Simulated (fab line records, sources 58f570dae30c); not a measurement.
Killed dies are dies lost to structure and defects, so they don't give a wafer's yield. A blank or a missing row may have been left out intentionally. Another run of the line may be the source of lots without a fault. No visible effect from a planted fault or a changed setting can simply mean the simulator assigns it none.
Which tool is to blame? | flow berkeley-cmos170 | 7 lots, 21 wafers sampled, at 2 steps of a route of 331

## WHAT THE GAUGES SHOWED, per wafer
UCB170_NLDD_CD_MEAS_06 targets a cd of 1200 nm.
lot  | measured     | on        | cd-nm (nm)
L584 | day 6 02:04  | cd-sem-01 | 1198.8 1198.2 1197.5
L590 | day 7 09:23  | cd-sem-02 | 1202.5 1202.4 1203.7
L597 | day 8 18:37  | cd-sem-01 | 1204.9 1203.7 1203.9
L601 | day 9 22:08  | cd-sem-02 | 1200.3 1200.5 1200.8
L602 | day 10 02:59 | cd-sem-02 | 1200.7 1200.3 1201.4
L605 | day 11 03:00 | cd-sem-01 | 1202.5 1199.9 1201.0
L607 | day 11 09:39 | cd-sem-01 | 1199.4 1199.7 1197.9

## WHICH TOOL RAN EACH LOT (tool, then ch and the chambers of the sampled wafers, then the start)
lot  | UCB170_NWELL_ETCH_13
L584 | rie-diel-01 ch 0,1,2, day 2 08:25
L590 | rie-diel-01 ch 0,1,2, day 3 09:05
L597 | rie-diel-01 ch 0,1,2, day 4 19:23
L601 | rie-diel-04 ch 1,2, day 5 21:43
L602 | rie-diel-02 ch 1,2,3, day 6 02:48
L605 | rie-diel-02 ch 0,1,2, day 6 18:07
L607 | rie-diel-01 ch 0,1,3, day 7 07:47
- UCB170_NWELL_ETCH_13: etches Si3N4 in CH3F/Ar/O2, stops on SiO2, target depth 246.4 nm, time 154 s.

## THE ANSWER, worked out from the rows above alone
Rule: what is usual is taken from the lots themselves. Put in order of their means at a reading, lots are off if they are a third of the lots or fewer, leave a main group of 4 or more, and stand apart from it by a gap of 3 or more times the standard deviation of the main group's means; of several such gaps the widest counts. Not used: any main group whose means are identical at the precision the tables above print for the reading. A lot without any number at a reading at which 4 lots or more have one is off too. Any other lot the step has rows for is counted as sound.
No lot is off at any reading shown: from this, nothing can be told.

## WHAT HAD BEEN PUT IN BY THE SIMULATOR
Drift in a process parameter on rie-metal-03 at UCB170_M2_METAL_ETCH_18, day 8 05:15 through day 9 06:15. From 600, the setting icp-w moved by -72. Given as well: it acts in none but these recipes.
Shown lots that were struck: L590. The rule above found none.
